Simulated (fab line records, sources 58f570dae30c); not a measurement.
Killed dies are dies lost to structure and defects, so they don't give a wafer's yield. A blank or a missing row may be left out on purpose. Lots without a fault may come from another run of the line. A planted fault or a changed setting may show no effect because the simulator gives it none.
Split-lot experiment | flow berkeley_cmos170 | 5 lots, 23 wafers read, on a route of 331 steps

THE SPLIT
At UCB170_M1_COAT_04 (resist thk 900 nm), the setting spin_rpm was moved away from the recipe's 1500 rpm on 9 of the 23 wafers read, by -2.3% to +7.3%. The other wafers ran this setting at the recipe's value.

FROM THE SPLIT TO THE READING: what the file shows between them, 3 steps
- UCB170_M1_SOFTBAKE_05: time 60 s
- UCB170_M1_EXPOSE_06: exposes mask METAL1, target cd 700 nm
- UCB170_M1_ETCH_11: etches BARC in N2/H2

THE READING
KrF_of_M1_COAT_04.thk_nm (the simulator's own value, which no gauge read), in nm, at UCB170_M1_METAL_ETCH_12 (etches Al in Cl2/BCl3, stops on PSG, target depth 780 nm, time 130 s). The file gives no usual value for it. The 14 wafers here that ran the recipe average 434.5 nm, standard deviation 6.6 nm.

wafer  | tool, chamber at the split | spin_rpm as run, rpm | against the recipe | KrF_of_M1_COAT_04.thk_nm, nm | against lot-mates on the recipe
L077.1 | litho_track-03, 0          | 1500                 | recipe             | 425.8                        | -
L077.2 | litho_track-03, 0          | 1500                 | recipe             | 433.3                        | -
L077.4 | litho_track-03, 0          | 1500                 | recipe             | 432                          | -
L077.5 | litho_track-03, 0          | 1500                 | recipe             | 430.7                        | -
L077.6 | litho_track-03, 0          | 1500                 | recipe             | 430.3                        | -
L078.1 | litho_track-04, 0          | 1500                 | recipe             | 440.5                        | -
L078.2 | litho_track-04, 0          | 1610                 | +7.3%              | 421.8                        | -22.9
L078.4 | litho_track-04, 0          | 1610                 | +7.3%              | 424.2                        | -20.6
L078.5 | litho_track-04, 0          | 1500                 | recipe             | 449                          | -
L078.6 | litho_track-04, 0          | 1610                 | +7.3%              | 409.3                        | -35.4
L079.1 | litho_track-01, 0          | 1500                 | recipe             | 437.4                        | -
L079.3 | litho_track-01, 0          | 1605                 | +7.0%              | 411.3                        | -30.2
L079.4 | litho_track-01, 0          | 1605                 | +7.0%              | 415.8                        | -25.7
L079.5 | litho_track-01, 0          | 1500                 | recipe             | 445.7                        | -
L079.6 | litho_track-01, 0          | 1605                 | +7.0%              | 409                          | -32.5
L081.1 | litho_track-04, 0          | 1500                 | recipe             | 429.6                        | -
L081.2 | litho_track-04, 0          | 1465                 | -2.3%              | 441.3                        | +13.9
L081.3 | litho_track-04, 0          | 1465                 | -2.3%              | 436.5                        | +9.1
L081.4 | litho_track-04, 0          | 1500                 | recipe             | 425.1                        | -
L081.5 | litho_track-04, 0          | 1465                 | -2.3%              | 439.4                        | +12.0
L085.3 | litho_track-04, 0          | 1500                 | recipe             | 435.1                        | -
L085.5 | litho_track-04, 0          | 1500                 | recipe             | 433.8                        | -
L085.6 | litho_track-04, 0          | 1500                 | recipe             | 434.5                        | -

THE FIT
A straight line over all 23 wafers: KrF_of_M1_COAT_04.thk_nm changes by -2.6 nm for each +1% of spin_rpm; r = -0.82; the points scatter about the line by 6.4 nm.
The same after taking each lot's own level away (the mean of its wafers on the recipe; 23 wafers): -4 nm for each +1%; r = -0.96; scatter 3.9 nm.
On that fit, the largest move of spin_rpm shifts the reading by 29 nm.
The lots' own levels span 427.35 to 444.75 nm, that is 2.6 times the standard deviation above.
So the lot-to-lot level changes the slope: the two fits differ.
Check: with one of the wafers moved furthest among these (+7.3%) left out of the fit, the line predicts -30 nm for it against its lot-mates. It came out at -22.9 nm against them.

OTHER SPLITS ON THESE WAFERS
These wafers also went through other splits before the reading. Each is held against what the fit with the lots' levels taken away leaves over:
other split on the same wafers    | wafers away from the commonest value | r with KrF_of_M1_COAT_04.thk_nm (lot level and that fit taken away)
UCB170_SILICIDE_SPUTTER_01 time_s | 4                                    | +0.01
UCB170_CONTACT_COAT_04 spin_rpm   | 9                                    | +0.07
UCB170_CONTACT_EXPOSE_12 dose_mj  | 11                                   | -0.04

THE WHOLE CHAIN: every reading that the file lists as answering this split, in the file's order
step                    | what it does                                                         | reading                                                                   | change (the file's fit)              | r (the file's)
UCB170_M1_COAT_04       | resist thk 900 nm                                                    | KrF_of_M1_COAT_04.thk_nm (the simulator's own value, which no gauge read) | -4.18 nm for each +1% of the setting | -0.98
UCB170_M1_METAL_ETCH_12 | etches Al in Cl2/BCl3, stops on PSG, target depth 780 nm, time 130 s | KrF_of_M1_COAT_04.thk_nm (the simulator's own value, which no gauge read) | -3.94 nm for each +1% of the setting | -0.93

THE FILE'S OWN FIT
KrF_of_M1_COAT_04.thk_nm changes by -3.94 nm for each +1% of spin_rpm, r = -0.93.
